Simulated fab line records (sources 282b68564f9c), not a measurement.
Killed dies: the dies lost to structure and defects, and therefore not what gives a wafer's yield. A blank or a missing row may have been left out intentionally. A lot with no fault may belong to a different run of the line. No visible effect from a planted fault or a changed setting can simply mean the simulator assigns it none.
Which tool is to blame? ; flow ritCmos ; 39 wafers from 13 lots sampled at 3 of the route's 202 steps

== WHAT THE GAUGES READ, wafer by wafer ==
RIT_SILICIDE_RS_MEAS_02: a four-point-probe measurement.
lot;measured;on;SILICIDE_TI_RS (ohm/sq)
L423;day 3 01:20;filmMetro-04;45.7 47.0 47.1
L424;day 3 06:49;filmMetro-01;47.8 47.6 47.9
L425;day 3 13:34;filmMetro-03;47.5 48.3 48.6
L426;day 3 18:47;filmMetro-03;48.0 47.7 47.4
L427;day 4 01:49;filmMetro-03;46.5 47.8 46.5
L428;day 4 04:11;filmMetro-03;46.9 46.7 46.5
L429;day 4 07:08;filmMetro-01;47.8 48.8 46.0
L431;day 4 18:51;filmMetro-01;48.4 48.2 48.1
L432;day 5 00:57;filmMetro-04;48.5 49.5 49.9
L433;day 5 04:23;filmMetro-04;48.0 47.6 48.0
L434;day 5 10:56;filmMetro-04;47.3 47.8 47.5
L435;day 5 17:12;filmMetro-03;47.7 48.1 47.2
L442;day 7 07:58;filmMetro-03;47.8 43.9 48.0

RIT_SILICIDE_THK_MEAS_03: measures by xrf.
lot;measured;on;SILICIDE_TI_THK (nm)
L423;day 3 01:26;filmMetro-04;32.1 31.3 31.1
L424;day 3 06:56;filmMetro-01;30.7 30.8 30.7
L425;day 3 13:41;filmMetro-03;31.0 30.6 30.6
L426;day 3 18:54;filmMetro-03;30.6 30.9 31.2
L427;day 4 01:56;filmMetro-03;31.5 30.9 31.6
L428;day 4 04:17;filmMetro-03;31.4 31.3 31.5
L429;day 4 07:15;filmMetro-01;30.6 30.1 31.6
L431;day 4 18:58;filmMetro-01;30.3 30.4 30.6
L432;day 5 01:04;filmMetro-04;30.5 30.2 29.7
L433;day 5 04:29;filmMetro-04;30.7 30.9 30.6
L434;day 5 11:02;filmMetro-04;31.0 30.6 30.9
L435;day 5 17:18;filmMetro-03;30.8 30.6 31.2
L442;day 7 08:05;filmMetro-03;31.0 33.0 30.7

== EACH LOT AND THE TOOL THAT RAN IT (in order: tool; ch and the chambers of the sampled wafers; start) ==
lot;RIT_SILICIDE_SPUTTER_01
L423;pvdSputter-02, day 3 01:09
L424;pvdSputter-02, day 3 06:40
L425;pvdSputter-03, day 3 13:25
L426;pvdSputter-02, day 3 18:37
L427;pvdSputter-03, day 4 01:40
L428;pvdSputter-01, day 4 04:00
L429;pvdSputter-02, day 4 06:58
L431;pvdSputter-03, day 4 18:42
L432;pvdSputter-02, day 5 00:47
L433;pvdSputter-03, day 5 04:11
L434;pvdSputter-03, day 5 10:44
L435;pvdSputter-01, day 5 17:01
L442;pvdSputter-01, day 7 07:49
- RIT_SILICIDE_SPUTTER_01: material Ti, target thk 30 nm, time 240 s.

== WHAT THE TOOLS THEMSELVES READ (means of the sampled wafers that have a number; where no wafer has one, the mark that the record gives instead) ==
RIT_SILICIDE_SPUTTER_01.
lot;tool;throttleValvePct (%)
L423;pvdSputter-02;29.8
L424;pvdSputter-02;29.0
L425;pvdSputter-03;29.8
L426;pvdSputter-02;29.0
L427;pvdSputter-03;30.4
L428;pvdSputter-01;31.1
L429;pvdSputter-02;29.8
L431;pvdSputter-03;30.8
L432;pvdSputter-02;29.2
L433;pvdSputter-03;29.6
L434;pvdSputter-03;29.6
L435;pvdSputter-01;29.5
L442;pvdSputter-01;30.0

== THE ANSWER, worked out from the rows above alone ==
Rule: usual is defined by the lots themselves. The widest of any qualifying gaps counts: lots, ordered by their means at a reading, are off when they make up no more than a third of the lots, leave a main group of 4 or more, and stand apart from it by 3 or more times the standard deviation of that group's means. A main group is skipped when, at the precision printed for the reading in the tables above, its means are all equal. Also off: a lot with no number at a reading for which 4 or more lots have one. The other lots that the step has rows for count as sound. After the gauges, taken in route order, come the tools' own readings; for these a lot's mean is taken, as printed above. At the first step where some lot is off, the reading lying furthest off is the one used; lots without a number count as furthest.
No lot is off at any reading shown: from this, nothing can be told.

== WHAT THE SIMULATOR HAD PUT IN ==
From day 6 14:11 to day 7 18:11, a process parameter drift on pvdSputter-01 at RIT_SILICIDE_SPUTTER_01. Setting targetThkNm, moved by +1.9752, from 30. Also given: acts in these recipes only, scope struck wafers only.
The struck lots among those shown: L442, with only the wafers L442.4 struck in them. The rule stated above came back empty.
